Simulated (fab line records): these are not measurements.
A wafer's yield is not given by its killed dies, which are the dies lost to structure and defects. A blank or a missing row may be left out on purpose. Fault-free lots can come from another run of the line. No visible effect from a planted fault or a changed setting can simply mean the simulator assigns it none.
8D (eight disciplines) problem report, filled in by code | flow rit-cmos | the parts of the form that need people (team, actions taken, sign-off) are left out

== 1. PROBLEM STATEMENT ==
NRETRO_TW at RIT_NRETRO_TW_MEAS_10 reads a mean of 1119 on 9 wafers of 3 lots; wafers without a fault read 1049 with a standard deviation of 8.5. That is +8.2 standard deviations from the usual mean.
The first sign was on wafer L794.2 at day 4 04:25, on film-metro-02. Wafers with a number at this step in the record: 45, from 15 lots. Rule for "out", or "out of limits": more than 4 standard deviations from the usual mean. All remaining wafers that have a number are taken as sound.

== 2. WHAT IT IS, WHAT IT ISN'T ==
question                    | is                           | is not
which readings at this step | NRETRO_TW                    | -
which lots                  | L794, L796, L797             | L786, L787, L788, L789, L790, L791, L795, L798, L800, L802, L806, L808
which wafers of those lots  | all that have a number       | -
read on which gauges        | film-metro-02, film-metro-04 | film-metro-01
when                        | from day 4 04:25             | up to then (18 sound wafers); but 18 sound wafers of L795, L798, L800, L802, L806, L808 came after

== 3. SUSPECTS, AND WHAT RULES EACH OUT ==
Counting: a tool at any process step up to the reading remains a suspect when it ran all the lots that are out and ran no sound lot after the first of those.
- ruled out: the gauge at RIT_NRETRO_TW_MEAS_10. 2 gauges (film-metro-02, film-metro-04) read the wafers that are out.
- implanter-02 at RIT_NRETRO_IMPLANT_08: kept. It processed each lot that is out, first L794 at day 4 04:06, and no sound lot thereafter; up to then, the last sound lot it processed was L791 at day 3 12:11. Its own readings are out on those wafers: beam-energy-keV.
Left after counting: implanter-02 at RIT_NRETRO_IMPLANT_08.

== 4. THE CAUSE (what the simulator had put in) ==
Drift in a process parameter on implanter-02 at RIT_NRETRO_IMPLANT_08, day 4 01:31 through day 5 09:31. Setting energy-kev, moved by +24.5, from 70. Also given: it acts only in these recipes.
After counting, this tool was the only one left.

== 5. THE CHAIN OF EFFECTS, in route order ==
One row per reading whose mean, taken over the struck wafers that have a number, lies over 3 standard deviations from the usual. Only readings for which the record gives a usual standard deviation are gone through. hours: the time from each lot's start at the first step in this table that gives one to its start at this step, as a median over the lots. sigmas: the change in usual standard deviations.
hours | step                  | reading         | usual  | on struck wafers | change  | sigmas
0     | RIT_NRETRO_IMPLANT_08 | beam-energy-keV | 70.000 | 94.504           | +24.504 | +99 or more
0     | RIT_NRETRO_TW_MEAS_10 | NRETRO_TW       | 1049   | 1119             | +70     | +8.2
Its process steps:
- RIT_NRETRO_IMPLANT_08

== 6. WHAT WOULD HAVE CAUGHT IT SOONER ==
The first out-of-limits reading at a measuring or inspecting step in this record came at day 4 04:25, 3 hours after the fault's start at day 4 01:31.
At RIT_NRETRO_IMPLANT_08, the tool's own readings (beam-energy-keV) were out on each struck wafer the step has a row for, so an alarm limit on them would have fired on the first such wafer.
Of the lots that are out (3), L796, L797 began RIT_NRETRO_IMPLANT_08 on implanter-02 after day 4 04:25. A hold on the tool at that time would have spared those 2.
